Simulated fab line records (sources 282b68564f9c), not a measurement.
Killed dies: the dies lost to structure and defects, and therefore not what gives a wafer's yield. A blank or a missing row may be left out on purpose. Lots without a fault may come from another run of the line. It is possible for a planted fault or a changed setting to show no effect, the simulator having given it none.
fab line records | flow ritCmos
[record] lots = 15 wafers = 45 lastDay = 5
route steps=202 shown FOX1@22
lots that met no fault: from a run of the same line without faults
startH: hours from the record's first day to the start of the lot's first wafer shown | waitH: time in hours since the lot's previous step | " same as the row above | L1.1+2: several wafers, shown together as one row | - no value, or no start was given | * or withheld: withheld | < > ~ a bound
route shown NAME@n: NAME is a module with steps in the file, n the number in the route of the first one | usual: average and standard deviation across the fault-free wafers | same: alike in all rows | chamber/n: place in a boat | sites: each site's reading | _std_site: the standard deviation of these | _edge_site: outer sites' mean less inner sites' | radiusMm: for every site, how far away it sits from the centre of the wafer | mask NAME#n: copy n | behind: the most recent tool/chamber to have shaped the wafer | hold: why the lot was held/for how many hours/how that ended | device: whichever transistor did not switch (one of n, p or np) | end of line: at the end of the route, the tests of the same wafers | where a step has no rows: the recipe by itself | killed: at the first sort, the dies lost to defects and structure; wafer yield is something else | map: shows each die of a wafer: x if killed, . if not, _ if none is there
set.NAME: setting as actually run; set.NAME@STEP: the setting as run at that earlier step | model.NAME: the simulator's own value behind a step, which no gauge read
steps of the route over a sample of lots; a table a step, a row a wafer
[[steps]]
[step RIT_FOX1_WET_ETCH_02]
[recipe] chemistry = BOE targetDepthNm = 350 timeS = 390 tempC = 21.5 dry = n2Spin dilution = 10:1 target = SiO2
[usual] bathHeatDutyPct = 1.7/0.36 runLengthS = 418/3.9
// columns lot.wafer tool chamber startH waitH bathHeatDutyPct runLengthS
L556.4 wetBench-04 1 22.23 0.0 2.2 415
L556.5 " 1 " " 2.0 415
L556.6 " 1 " " 2.1 415
L557.1 wetBench-04 2 27.83 0.1 1.8 421
L557.3 " 2 " " 1.5 421
L557.5 " 2 " " 2.0 421
L558.2 wetBench-02 1 33.28 0.0 1.8 415
L558.3 " 1 " " 1.5 415
L558.5 " 1 " " 1.5 415
L559.1 wetBench-02 3 37.28 0.1 2.1 415
L559.4 " 3 " " 2.0 415
L559.6 " 3 " " 1.6 415
L561.2 wetBench-01 2 47.00 0.0 1.5 418
L561.3 " 2 " " 2.4 418
L561.4 " 2 " " 1.8 418
L562.1 wetBench-04 1 52.35 0.1 2.9 416
L562.3 " 1 " " 1.2 416
L562.6 " 1 " " 1.8 416
L563.4 wetBench-01 3 58.02 0.0 1.5 425
L563.5 " 3 " " 1.3 425
L563.6 " 3 " " 1.0 425
L564.1 wetBench-02 1 62.74 0.1 1.7 422
L564.3 " 1 " " 1.8 422
L564.6 " 1 " " 1.7 422
L565.1 wetBench-04 0 66.89 0.1 1.6 417
L565.2 " 0 " " 1.3 417
L565.3 " 0 " " 2.3 417
L566.4 wetBench-04 3 71.90 0.0 1.6 426
L566.5 " 3 " " 1.7 426
L566.6 " 3 " " 1.7 426
L568.3 wetBench-04 3 82.27 0.0 1.7 418
L568.5 " 3 " " 2.0 418
L568.6 " 3 " " 1.3 418
L569.3 wetBench-02 1 87.27 0.0 2.3 414
L569.4 " 1 " " 2.1 414
L569.5 " 1 " " 0.7 414
L570.2 wetBench-04 3 92.44 0.0 - -
L570.3 " 3 " " - -
L570.5 " 3 " " - -
L571.2 wetBench-04 2 97.45 0.0 - -
L571.5 " 2 " " - -
L571.6 " 2 " " - -
L572.1 wetBench-02 2 103.43 0.1 - -
L572.3 " 2 " " - -
L572.6 " 2 " " - -
[[key]]
[firstSign] step = RIT_FOX1_WET_ETCH_02 reading = toolRecord direction = missing
effect none on later readings
metAt RIT_FOX1_WET_ETCH_02
struckLots L570,L571,L572
laterRowsLeftOut L570.2,L570.3,L570.5,L571.2,L571.5,L571.6,L572.1,L572.3,L572.6
sortLeftOut L570.2,L570.3,L570.5,L571.2,L571.5,L571.6,L572.1,L572.3,L572.6
testerLeftOut L570,L571,L572
onsetBetween 87.27 92.44
[fault] kind = skippedStepWhole tool = wetBench-02,wetBench-04 chamber = - onsetH = 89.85 steps = RIT_FOX1_WET_ETCH_02 scope = struckLotsOnly
// testerLeftOut: of these lots the tester's yield and bins aren't shown, on N5 and GAA mostly nor the transistor test; their killed dies are dies lost to structure and defects alone, not to doping, threshold or leakage, so they don't give the yield
// sortLeftOut: the simulated sort isn't trusted on such a fault, so these wafers' sort isn't shown, and their yield isn't known
// laterRowsLeftOut: the simulator's readings of these wafers behind a module that went badly wrong aren't trusted and aren't shown, but for the sort
